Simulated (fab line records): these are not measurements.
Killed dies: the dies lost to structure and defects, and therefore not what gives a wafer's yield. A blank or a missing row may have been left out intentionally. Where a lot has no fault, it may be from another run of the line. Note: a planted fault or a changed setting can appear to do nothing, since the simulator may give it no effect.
fab line records	flow berkeley_cmos170
record: lots: 6	wafers: 18	last_day: 13
route steps=331 shown V1@256
lots that met no fault: from a run of the same line without faults
start_h: start of the lot's first displayed wafer, in hours after the record's first day	wait_h: hours since the lot's step before	" identical to the entry in the row above	L1.1+2: a single row standing in for several wafers	- no value, or no start given	* or withheld: withheld	< > ~ a bound
route shown NAME@n: names a module that has steps shown in the file, with the first one's number in the route	usual: mean/standard deviation taken from wafers without a fault	same: alike in all rows	chamber/n: place in a boat	sites: per-site readings	_std_site: how widely they spread, as a standard deviation	_edge_site: the outer-site mean with the inner-site mean subtracted	radius_mm: for every site, how far away it sits from the centre of the wafer	mask NAME#n: copy n	behind: tool/chamber where the wafer was last shaped	hold: what put the lot on hold/how long, in hours/how the hold closed	device: which transistor (n, p or np) failed to switch	end of line: the tests these same wafers got at the end of their route	a step given without rows: its recipe and nothing more	killed: dies lost to structure and defects at the first sort, not the wafer's yield	map: the dies of a wafer, with x for killed, . for not killed, _ for no die there
set.NAME: the setting the step ran with; set.NAME@STEP: the setting that earlier step ran with	model.NAME: the simulator's own value behind a step, which no gauge read
lots at selected steps of the route; one table per step, one row per wafer
services: from which hour (start_h, from the record's first day; less than 0 if before it) a tool's chamber was out of use, for how many hours, and why
== steps ==
step: UCB170_V1_CMP_02
recipe: material: SiO2	down_force_psi: 6	platen_rpm: 60	pad_velocity_m_s: 0.75398
usual: motor_current_A: 15.5/1.6
lot.wafer	tool	chamber	start_h	wait_h	motor_current_A
L541.1	cmp-01	2	186.32	0.1	14.5
L541.4	"	3	"	"	15.6
L541.6	"	3	"	"	15.4
L545.3	cmp-02	0	203.48	0.1	16.5
L545.4	"	1	"	"	17.5
L545.6	"	3	"	"	14.1
L547.4	cmp-01	3	214.11	0.0	15.4
L547.1	"	1	"	"	16.9
L547.5	"	3	"	"	15.5
L558.1	cmp-02	1	279.61	0.1	18.8
L558.2	"	3	"	"	15.1
L558.5	"	1	"	"	18.8
L559.1	cmp-01	3	296.35	0.1	16.1
L559.6	"	1	"	"	16.2
L559.5	"	2	"	"	14.3
L561.2	cmp-01	0	297.81	0.3	14.7
L561.4	"	1	"	"	16.1
L561.1	"	2	"	"	14.2
step: UCB170_V1_BOW_MEAS_03
recipe: mode: bow
usual: V1_BOW: 19/6.6
lot.wafer	tool	chamber	start_h	wait_h	V1_BOW[um]
L541.1	film_metro-02	-	186.62	0.2	24
L541.4	"	-	"	"	13
L541.6	"	-	"	"	20
L545.3	film_metro-03	-	203.72	0.2	24
L545.4	"	-	"	"	22
L545.6	"	-	"	"	11
L547.1	film_metro-03	-	214.41	0.1	17
L547.4	"	-	"	"	24
L547.5	"	-	"	"	13
L558.1	film_metro-01	-	279.91	0.2	16
L558.2	"	-	"	"	21
L558.5	"	-	"	"	20
L559.1	film_metro-03	-	296.55	0.1	21
L559.5	"	-	"	"	16
L559.6	"	-	"	"	18
L561.1	film_metro-02	-	298.11	0.1	9
L561.2	"	-	"	"	7
L561.4	"	-	"	"	16
step: UCB170_V1_THK_MEAS_04
recipe: reads: SiO2_of_V1_CVD_00
usual: V1_POLISHED_THK: 1000.2/0.92
lot.wafer	tool	chamber	start_h	wait_h	V1_POLISHED_THK[nm]
L541.1	film_metro-02	-	186.74	0.1	999.9
L541.4	"	-	"	"	1000.3
L541.6	"	-	"	"	999.8
L545.3	film_metro-03	-	203.82	0.1	1000.2
L545.4	"	-	"	"	1000.9
L545.6	"	-	"	"	1000.3
L547.1	film_metro-03	-	214.53	0.1	1000.6
L547.4	"	-	"	"	1001.4
L547.5	"	-	"	"	999.8
L558.1	film_metro-01	-	280.03	0.1	999.3
L558.2	"	-	"	"	1000.5
L558.5	"	-	"	"	999.5
L559.1	film_metro-03	-	296.67	0.1	999.7
L559.5	"	-	"	"	999.1
L559.6	"	-	"	"	1000.0
L561.1	film_metro-02	-	298.23	0.1	1000.2
L561.2	"	-	"	"	1000.0
L561.4	"	-	"	"	1000.1
step: UCB170_V1_CLEAN_05
recipe: chemistry: DIW
step: UCB170_V1_HMDS_06
recipe: prime_time_s: 60	prime_temp_c: 100
step: UCB170_V1_COAT_07
recipe: resist: KrF	spin_rpm: 1500	resist_thk_nm: 900
step: UCB170_V1_SOFTBAKE_08
recipe: resist: KrF	temp_c: 130	time_s: 60
step: UCB170_V1_EXPOSE_09
recipe: mask_id: VIA1	target_cd_nm: 700	na: 0.5	sigma_outer: 0.6	source_shape: conventional	dose_mj: 37
step: UCB170_V1_PEB_10
recipe: peb_temp_c: 130	peb_time_s: withheld	resist: KrF
step: UCB170_V1_DEVELOP_11
recipe: developer: TMAH	develop_time_s: 45	resist: KrF	dev_temp_c: 21
step: UCB170_V1_CD_MEAS_12
recipe: target_cd_nm: 700
usual: cd_nm: 699.7/1.3
lot.wafer	tool	chamber	start_h	wait_h	cd_nm
L541.1	cd_sem-02	-	189.11	-	699.2
L541.4	"	-	"	"	699.4
L541.6	"	-	"	"	698.6
L545.3	cd_sem-01	-	205.03	-	701.0
L545.4	"	-	"	"	699.2
L545.6	"	-	"	"	701.6
L547.1	cd_sem-01	-	215.73	-	699.1
L547.4	"	-	"	"	698.1
L547.5	"	-	"	"	698.5
L558.1	cd_sem-01	-	281.11	-	698.7
L558.2	"	-	"	"	700.0
L558.5	"	-	"	"	700.4
L559.1	cd_sem-02	-	298.74	-	699.3
L559.5	"	-	"	"	698.8
L559.6	"	-	"	"	697.1
L561.1	cd_sem-02	-	300.50	-	700.6
L561.2	"	-	"	"	699.2
L561.4	"	-	"	"	698.9
step: UCB170_V1_OVL_MEAS_13
usual: V1_OVL: 3/5
lot.wafer	tool	chamber	start_h	wait_h	V1_OVL[nm]
L541.1	overlay-02	-	189.23	0.1	3
L541.4	"	-	"	"	9
L541.6	"	-	"	"	4
L545.3	overlay-01	-	205.12	0.1	3
L545.4	"	-	"	"	-2
L545.6	"	-	"	"	2
L547.1	overlay-02	-	215.85	0.1	-1
L547.4	"	-	"	"	4
L547.5	"	-	"	"	2
L558.1	overlay-02	-	281.23	0.1	11
L558.2	"	-	"	"	16
L558.5	"	-	"	"	17
L559.1	overlay-02	-	298.86	0.1	6
L559.5	"	-	"	"	10
L559.6	"	-	"	"	-1
L561.1	overlay-01	-	300.62	0.1	2
L561.2	"	-	"	"	-5
L561.4	"	-	"	"	-1
step: UCB170_V1_ETCH_14
recipe: chemistry: CHF3/CF4/Ar	target: SiO2	stop_on: Al	CHF3_flow_sccm: 45	cf4_flow_sccm: 15	Ar_flow_sccm: 150	pressure_mtorr: 200	rf_w: 700	target_depth_a: 12500	over_etch_frac: 0.25	time_s: 291
usual: drypump_motor_current_A: 5.93/0.26	oes_product_au: 0.874/0.0092	rf_fwd_power_W: 698.3/2	throttle_valve_pct: 6.94/0.12
lot.wafer	tool	chamber	start_h	wait_h	drypump_motor_current_A	oes_product_au	rf_fwd_power_W	rf_hours_counter_h	throttle_valve_pct	model.KrF_of_V1_COAT_07.thk_nm
L541.1	rie_diel-01	2	189.27	0.0	6.05	0.873	697.6	58	7.01	607.3
L541.4	"	0	"	"	5.86	0.855	697.1	144	6.82	617.2
L541.6	"	2	"	"	6.03	0.874	698.0	-	7.01	609
L545.3	rie_diel-01	3	205.14	0.0	5.73	0.883	698.3	110	6.94	608.4
L545.4	"	1	"	"	5.50	0.865	698.9	-	7.12	608.6
L545.6	"	2	"	"	6.05	0.872	783.3	-	7.02	590.8
L547.1	rie_diel-01	2	215.89	0.0	6.04	0.867	783.2	59	7.01	589.7
L547.4	"	1	"	"	5.51	0.861	698.8	132	7.11	608
L547.5	"	3	"	"	5.73	0.879	695.8	-	6.95	605.2
L558.1	rie_diel-03	2	281.26	0.0	5.85	0.872	701.2	86	6.97	619.3
L558.2	"	1	"	"	6.65	0.874	696.5	129	6.83	620
L558.5	"	2	"	"	5.86	0.873	701.3	-	6.95	619
L559.1	rie_diel-03	3	298.89	0.0	5.95	0.872	698.8	87	6.96	604.9
L559.5	"	1	"	"	6.68	0.870	697.4	-	6.82	612.5
L559.6	"	0	"	"	5.90	0.875	697.7	-	7.09	613
L561.1	rie_diel-04	1	300.66	0.0	5.74	0.876	698.3	5	6.81	608.3
L561.2	"	0	"	"	6.17	0.878	699.9	6	6.75	607.7
L561.4	"	3	"	"	5.97	0.880	695.3	3	7.15	607.7
step: UCB170_V1_STRIP_15
recipe: chemistry: O2	power_w: 400	pressure_mtorr: 3500	platen_temp_c: withheld	o2_flow_sccm: 400	overash_fraction: 0.5
usual: drypump_motor_current_A: 5.4/0.34	oes_product_au: 0.722/0.0046	strip_time_to_endpoint_s: 15.30/0.1
lot.wafer	tool	chamber	start_h	wait_h	drypump_motor_current_A	oes_product_au	rf_hours_counter_h	strip_time_to_endpoint_s
L541.1	plasma_asher-02	0	189.45	0.1	5.3	0.723	40	15.23
L541.4	"	0	"	"	5.3	0.734	-	15.47
L541.6	"	0	"	"	5.3	0.724	-	15.29
L545.3	plasma_asher-02	1	205.35	0.1	5.2	0.725	-	15.25
L545.4	"	0	"	"	5.4	0.722	-	15.29
L545.6	"	0	"	"	5.3	0.721	-	14.87
L547.1	plasma_asher-01	1	216.07	0.1	5.7	0.720	11	14.83
L547.4	"	1	"	"	5.7	0.721	-	15.25
L547.5	"	1	"	"	5.7	0.723	-	15.20
L558.1	plasma_asher-02	1	281.44	0.1	5.2	0.721	52	15.52
L558.2	"	0	"	"	5.3	0.716	52	15.53
L558.5	"	1	"	"	5.2	0.731	-	15.51
L559.1	plasma_asher-04	0	299.07	0.1	5.4	0.720	45	15.20
L559.5	"	1	"	"	6.3	0.720	-	15.37
L559.6	"	0	"	"	5.4	0.726	-	15.37
L561.1	plasma_asher-01	1	300.84	0.1	5.7	0.726	21	15.27
L561.2	"	0	"	"	5.1	0.727	21	15.25
L561.4	"	1	"	"	5.7	0.720	-	15.25
step: UCB170_V1_CD_MEAS_90
recipe: target_cd_nm: 700
usual: cd_nm: 699.6/1.4
lot.wafer	tool	chamber	start_h	wait_h	cd_nm
L541.1	cd_sem-02	-	189.55	0.1	698.8
L541.4	"	-	"	"	698.9
L541.6	"	-	"	"	698.4
L545.3	cd_sem-02	-	205.46	0.1	700.7
L545.4	"	-	"	"	699.0
L545.6	"	-	"	"	703.0
L547.1	cd_sem-02	-	216.17	0.1	701.3
L547.4	"	-	"	"	699.2
L547.5	"	-	"	"	699.1
L558.1	cd_sem-01	-	281.54	0.1	699.3
L558.2	"	-	"	"	699.5
L558.5	"	-	"	"	700.2
L559.1	cd_sem-01	-	299.17	0.1	699.5
L559.5	"	-	"	"	698.6
L559.6	"	-	"	"	696.3
L561.1	cd_sem-01	-	300.94	0.1	701.7
L561.2	"	-	"	"	699.4
L561.4	"	-	"	"	699.3
== services ==
tool	chamber	start_h	hours	kind
cmp-01	-	163.47	1.0	repair
cmp-02	-	164.86	3.7	repair
cmp-02	-	168.53	18.2	pm
rie_diel-01	2	178.86	4.2	repair
rie_diel-01	0	191.79	-	clean
rie_diel-01	0	191.79	19.4	scheduled_down
rie_diel-01	0	191.79	19.4	vent_cycle
rie_diel-03	0	198.94	6.6	repair
cmp-01	-	215.60	0.2	repair
rie_diel-04	0	215.87	8.9	repair
cmp-01	-	218.34	1.0	repair
rie_diel-03	-	224.90	4.3	pm
rie_diel-03	0	229.23	-	clean
rie_diel-03	0	229.23	22.1	scheduled_down
rie_diel-03	2	230.11	20.8	repair
cmp-02	-	232.00	4.0	pm
cmp-01	-	239.53	0.6	repair
rie_diel-01	1	250.82	-	clean
rie_diel-01	1	250.82	15.4	scheduled_down
rie_diel-01	1	250.82	15.4	vent_cycle
plasma_asher-04	-	257.16	0.5	repair
cmp-01	-	272.11	3.3	pm
rie_diel-04	1	288.41	4.1	repair
cmp-02	-	296.01	3.0	repair
== key ==
first_sign: step: UCB170_V1_ETCH_14	reading: rf_fwd_power_W	direction: up	sigmas: 42	usual: 698.3	struck: 783.3
effect: step: UCB170_V1_STRIP_15	reading: strip_time_to_endpoint_s	direction: down	sigmas: 4.4	usual: *	struck: *
model_effect: step: UCB170_V1_ETCH_14	value: KrF_of_V1_COAT_07.thk_nm	without: 606.4	struck: 590.2
met_at UCB170_V1_ETCH_14
struck_wafers L545.6,L547.1
sort_left_out L547.1
onset_between 189.27 205.14
fault: kind: process_parameter_drift	tool: rie_diel-01	chamber: 2	onset_h: 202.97	steps: UCB170_V1_ETCH_14	channel: rf_w	offset: 84	shape: step	end_h: 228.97	acts_in: these_recipes_only	stated: 700
sort_left_out: the simulated sort isn't trusted on such a fault, so these wafers' sort isn't shown, and their yield isn't known
